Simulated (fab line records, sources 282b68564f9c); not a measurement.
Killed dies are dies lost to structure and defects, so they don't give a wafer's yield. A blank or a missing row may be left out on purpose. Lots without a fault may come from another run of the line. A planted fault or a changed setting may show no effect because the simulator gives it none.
fab line records | flow rit_cmos | part 2 of 2: steps 37 to 48 of 48
record lots=5 wafers=15 last_day=6
route steps=202 shown NWELL@35 PWELL@39 WELLDRIVE@50 NRETRO@53 PRETRO@64 GATE@75 FOX2@80
lots that met no fault: from a run of the same line without faults
start_h: hours from the record's first day to the start of the lot's first wafer shown | wait_h: hours since the lot's step before | " the same as in the row above | L1.1+2: a row that stands for several wafers | - no value, or no start given | * or withheld: withheld | < > ~ a bound
route shown NAME@n: a module of which the file shows steps, and the number in the route of the first | usual: mean/standard deviation of fault-free wafers | same: alike in all rows | chamber/n: place in a boat | sites: the reading at each site | _std_site: their standard deviation | _edge_site: outer sites' mean less inner sites' | radius_mm: how far each site lies from the wafer's centre | mask NAME#n: copy n | behind: the tool/chamber that last shaped the wafer | hold: why the lot was held/for how many hours/how that ended | device: the transistor (n, p or np) that didn't switch | end of line: the same wafers' tests at the end of the route | a step without rows: its recipe alone | killed: dies lost to structure and defects at the first sort, not the wafer's yield | map: a wafer's dies, x killed, . not, _ none there
set.NAME: the setting as run; set.NAME@STEP: as run at that earlier step | model.NAME: the simulator's own value behind a step, which no gauge read
lots at some steps of the route; a table a step, a row a wafer
services: from which hour (start_h, from the record's first day; less than 0 if before it) a tool's chamber was out of use, for how many hours, and why
## steps
# step RIT_PRETRO_HARDBAKE_07
# recipe resist=NOVOLAK temp_c=140 time_s=120
# columns lot.wafer tool chamber start_h wait_h
L075.3+4+6 litho_track-01 0 38.03 0.1
L077.3+4+5 litho_track-01 0 45.83 0.1
L084.2+4+6 litho_track-04 0 82.09 0.2
L087.1+3+6 litho_track-04 0 95.42 0.0
L090.1+4+6 litho_track-04 0 112.16 0.0
# step RIT_PRETRO_IMPLANT_08
# recipe species=B energy_kev=45 dose_cm2=1.226e+13 tilt_deg=7
# usual beam_energy_keV=45.000/0.015 faraday_current_uA=39.0/0.77
# columns lot.wafer tool chamber start_h wait_h beam_energy_keV faraday_current_uA
L075.3 implanter-04 0 38.25 0.2 44.998 40.9
L075.4 " 0 " " 44.990 37.7
L075.6 " 0 " " 45.008 37.9
L077.3 implanter-03 0 46.05 0.2 45.002 38.4
L077.4 " 0 " " 45.003 38.9
L077.5 " 0 " " 45.001 38.6
L084.2 implanter-01 0 82.33 0.2 45.001 39.1
L084.4 " 0 " " 45.007 37.9
L084.6 " 0 " " 44.992 39.5
L087.1 implanter-01 0 95.67 0.2 44.999 40.2
L087.3 " 0 " " 45.007 38.8
L087.6 " 0 " " 45.020 39.5
L090.1 implanter-03 0 112.41 0.2 44.991 39.9
L090.4 " 0 " " 44.997 38.1
L090.6 " 0 " " 44.978 39.7
# step RIT_PRETRO_STRIP_09
# recipe chemistry=O2 time_s=180 resist=NOVOLAK platen_temp_c=withheld power_w=500 pressure_mtorr=4000 o2_flow_sccm=4000
# usual drypump_motor_current_A=5.5/0.48 o2_flow_sccm=4001/11
# columns lot.wafer tool chamber start_h wait_h drypump_motor_current_A o2_flow_sccm rf_hours_counter_h
L075.3 plasma_asher-03 1 38.41 0.1 6.0 3983 -
L075.4 " 0 " " 5.0 3996 -
L075.6 " 0 " " 5.0 3999 -
L077.3 plasma_asher-01 1 46.21 0.1 6.0 3986 -
L077.4 " 0 " " 5.1 4002 -
L077.5 " 1 " " 6.0 3986 -
L084.2 plasma_asher-03 1 82.45 0.1 6.0 4011 41
L084.4 " 1 " " 6.0 4015 -
L084.6 " 1 " " 6.0 4006 -
L087.1 plasma_asher-01 0 95.82 0.1 5.1 4000 47
L087.3 " 0 " " 5.1 4009 -
L087.6 " 0 " " 5.1 4025 -
L090.1 plasma_asher-04 1 112.56 0.1 6.1 4007 48
L090.4 " 1 " " 6.1 3995 -
L090.6 " 1 " " 6.0 3986 -
# step RIT_PRETRO_TW_MEAS_10
# usual PRETRO_TW=480/6.4
# columns lot.wafer tool chamber start_h wait_h PRETRO_TW
L075.3 film_metro-01 - 38.54 0.1 481
L075.4 " - " " 484
L075.6 " - " " 485
L077.3 film_metro-03 - 46.35 0.1 473
L077.4 " - " " 472
L077.5 " - " " 476
L084.2 film_metro-01 - 82.64 0.1 486
L084.4 " - " " 487
L084.6 " - " " 488
L087.1 film_metro-01 - 96.00 0.1 483
L087.3 " - " " 486
L087.6 " - " " 484
L090.1 film_metro-03 - 112.73 0.1 469
L090.4 " - " " 470
L090.6 " - " " 471
# step RIT_GATE_WET_ETCH_00
# recipe chemistry=BOE target=SiO2 target_depth_nm=56 time_s=60 dry=n2_spin dilution=10:1 temp_c=21.5
# columns lot.wafer tool chamber start_h wait_h
L075.3+4+6 wet_bench-01 0 38.58 0.0
L077.3+4+5 wet_bench-01 1 46.39 0.0
L084.2+4+6 wet_bench-03 3 82.69 0.0
L087.1+3+6 wet_bench-02 1 96.06 0.1
L090.1+4+6 wet_bench-01 1 112.79 0.1
# step RIT_GATE_CLEAN_01
# recipe chemistry=SC1 mix=3:3:50 time_s=600 temp_c=75
# columns lot.wafer tool chamber start_h wait_h
L075.3+4+6 wet_bench-01 1 38.61 0.0
L077.3+4+5 wet_bench-01 0 46.41 0.0
L084.2+4+6 wet_bench-02 0 82.71 0.0
L087.1+3+6 wet_bench-03 0 96.08 0.0
L090.1+4+6 wet_bench-02 2 112.82 0.0
# step RIT_GATE_CLEAN_02
# recipe chemistry=dHF dilution=50:1 time_s=30
# columns lot.wafer tool chamber start_h wait_h
L075.3+4+6 wet_bench-02 0 38.78 0.0
L077.3+4+5 wet_bench-02 0 46.59 0.0
L084.2+4+6 wet_bench-01 2 82.89 0.0
L087.1+3+6 wet_bench-02 2 96.27 0.0
L090.1+4+6 wet_bench-01 2 112.99 0.0
# step RIT_GATE_CLEAN_03
# recipe chemistry=SC2 mix=3:3:50 time_s=600 temp_c=75 dry=n2_spin
# columns lot.wafer tool chamber start_h wait_h
L075.3+4+6 wet_bench-01 2 38.80 0.0
L077.3+4+5 wet_bench-03 1 46.62 0.0
L084.2+4+6 wet_bench-03 0 82.90 0.0
L087.1+3+6 wet_bench-01 1 96.29 0.0
L090.1+4+6 wet_bench-03 0 113.01 0.0
# step RIT_GATE_CLEAN_04
# recipe chemistry=dHF dilution=50:1 time_s=60 dry=n2_spin
# columns lot.wafer tool chamber start_h wait_h
L075.3+4+6 wet_bench-02 3 38.97 0.0
L077.3+4+5 wet_bench-01 2 46.81 0.0
L084.2+4+6 wet_bench-01 2 83.08 0.0
L087.1+3+6 wet_bench-03 3 96.47 0.0
L090.1+4+6 wet_bench-02 2 113.19 0.0
# step RIT_FOX2_THK_MEAS_91
# recipe reads=SiO2_of_FOX2_OXIDATION_00
# usual FIELD_OXIDE_LEFT_2_THK=251/6.7
# columns lot.wafer tool chamber start_h wait_h FIELD_OXIDE_LEFT_2_THK[nm]
L075.3 film_metro-03 - 39.02 0.0 255
L075.4 " - " " 258
L075.6 " - " " 253
L077.3 film_metro-01 - 46.86 0.0 245
L077.4 " - " " 246
L077.5 " - " " 244
L084.2 film_metro-03 - 83.11 0.0 248
L084.4 " - " " 251
L084.6 " - " " 249
L087.1 film_metro-02 - 96.49 0.0 256
L087.3 " - " " 258
L087.6 " - " " 255
L090.1 film_metro-02 - 113.21 0.0 248
L090.4 " - " " 241
L090.6 " - " " 243
# step RIT_GATE_OXIDATION_05
# recipe temp_c=900 ambient=O2 target_thk_a=30 ox_time_s=270
# usual zone_power_load_pct=26.6/3
# same ox_time_s=270
# columns lot.wafer tool chamber start_h wait_h zone_power_load_pct
L075.3 furnace-03 0 39.06 0.0 29.2
L075.4 " 0 " " 29.4
L075.6 " 0 " " 29.1
L077.3 furnace-03 0 47.07 0.2 29.3
L077.4 " 0 " " 29.4
L077.5 " 0 " " 28.9
L084.2 furnace-03 0 83.45 0.3 29.4
L084.4 " 0 " " 29.1
L084.6 " 0 " " 29.0
L087.1 furnace-02 0 96.62 0.1 22.9
L087.3 " 0 " " 22.7
L087.6 " 0 " " 22.7
L090.1 furnace-02 0 114.16 0.9 22.9
L090.4 " 0 " " 22.7
L090.6 " 0 " " 22.9
# step RIT_GATE_ANNEAL_06
# recipe temp_c=900 time_s=600 ambient=N2O
# usual zone_power_load_pct=25.7/2.7
# columns lot.wafer tool chamber start_h wait_h zone_power_load_pct
L075.3 furnace-03 0 40.13 0.0 29.6
L075.4 " 0 " " 29.3
L075.6 " 0 " " 29.8
L077.3 furnace-04 0 48.15 0.0 26.1
L077.4 " 0 " " 25.8
L077.5 " 0 " " 25.9
L084.2 furnace-02 0 84.53 0.0 23.2
L084.4 " 0 " " 22.9
L084.6 " 0 " " 22.9
L087.1 furnace-02 0 97.69 0.0 22.6
L087.3 " 0 " " 23.1
L087.6 " 0 " " 23.1
L090.1 furnace-03 0 118.01 2.8 29.7
L090.4 " 0 " " 29.5
L090.6 " 0 " " 29.5
## services
# columns tool chamber start_h hours kind
plasma_asher-02 - 6.35 0.8 repair
implanter-03 - 12.74 4.4 repair
implanter-04 - 15.75 2.1 pm
implanter-03 - 27.50 15.9 pm
iline_stepper-01 - 30.54 1.7 pm
implanter-01 - 37.39 3.3 repair
furnace-04 - 48.60 4.5 pm
implanter-04 - 61.17 4.2 repair
iline_stepper-02 - 63.48 0.7 repair
implanter-03 - 83.72 2.2 repair
plasma_asher-02 - 86.70 8.5 repair
iline_stepper-01 0 96.05 - calibration
furnace-01 - 98.39 2.6 pm
furnace-03 - 102.05 5.5 pm
furnace-02 - 104.10 3.2 pm
furnace-04 - 108.13 23.4 pm
plasma_asher-02 - 108.22 1.9 repair
iline_stepper-02 - 108.39 1.7 pm
plasma_asher-03 - 108.75 9.0 pm
plasma_asher-03 0 108.75 9.0 vent_cycle
plasma_asher-03 1 108.75 9.0 vent_cycle
furnace-01 - 112.59 1.3 pm
furnace-03 - 114.67 3.3 pm
plasma_asher-01 - 115.41 1.7 repair
